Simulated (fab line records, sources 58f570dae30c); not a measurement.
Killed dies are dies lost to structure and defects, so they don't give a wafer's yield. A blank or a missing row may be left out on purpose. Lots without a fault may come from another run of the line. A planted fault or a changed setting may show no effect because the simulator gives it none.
A struck lot beside a sound one | flow berkeley_cmos170 | 14 steps out of a route of 331
Sound: wafers L243.3, L243.4, L243.6. Struck: wafers L227.2, L227.3, L227.6. The cause comes at the end.
At each step with rows: each side's tool, then ch and its chambers, then its first start. Under that, the readings that differ: sound wafers | struck wafers | difference of the means | sigmas: that difference in standard deviations of wafers without a fault.
alike: readings whose means differ by less than 2 such deviations, and words and numbers that are the same on both sides. not compared: withheld readings, readings that some wafer has no value for, bounds like >300 that may hide the same value, and numbers for which the record gives no deviation and whose values overlap.
The two part at a step that has a row with sigmas, a row that says differs or no value, or rows on one side only. Numbers that don't overlap but have no deviation are shown without sigmas and don't part them. A reading that every wafer of one side lacks parts them only if that side has two wafers or more.

first, 1 step without rows for these wafers: UCB170_PLDD_DEVELOP_05 (develop time 45 s).
UCB170_PLDD_CD_MEAS_06: target cd 1200 nm.
  sound on cd_sem-01, day 11 21:32; struck on cd_sem-02, day 9 01:47
  alike: cd_nm
UCB170_PLDD_OVL_MEAS_07:
  sound on overlay-02, day 11 21:37; struck on overlay-01, day 9 01:54
  alike: PLDD_OVL
then, 2 steps without rows for these wafers: UCB170_PLDD_IMPLANT_08; UCB170_PLDD_IMPLANT_09.
UCB170_PLDD_STRIP_10: strips in O2.
  sound on plasma_asher-03 ch 0,1, day 11 21:59; struck on plasma_asher-03 ch 0,1, day 9 02:14
  alike: drypump_motor_current_A, oes_product_au, strip_time_to_endpoint_s
  not compared: rf_hours_counter_h
UCB170_PLDD_TW_MEAS_11:
  sound on film_metro-01, day 11 22:04; struck on film_metro-01, day 9 02:20
  alike: PLDD_TW
then, 5 steps without rows for these wafers: UCB170_PLDD_CLEAN_12 (cleans in SPM, time 600 s); UCB170_NLDD_HMDS_00 (prime time 60 s); UCB170_NLDD_COAT_01 (resist thk 900 nm); UCB170_NLDD_SOFTBAKE_02 (time 60 s); UCB170_NLDD_EXPOSE_03 (exposes mask NSELECT, target cd 1200 nm).
UCB170_NLDD_PEB_04:
  sound on litho_track-02 ch 0, day 11 23:37; struck on litho_track-01, day 9 03:38
  no value came back on the struck wafers for chill_plate_temp_C (C), exhaust_pa (Pa); on the sound wafers chill_plate_temp_C (C) reads 22.84 22.94 22.92
then, 1 step without rows for these wafers: UCB170_NLDD_DEVELOP_05 (develop time 45 s).

WHERE THEY PART
Only at UCB170_NLDD_PEB_04, within this record.

WHY: what the simulator had put in
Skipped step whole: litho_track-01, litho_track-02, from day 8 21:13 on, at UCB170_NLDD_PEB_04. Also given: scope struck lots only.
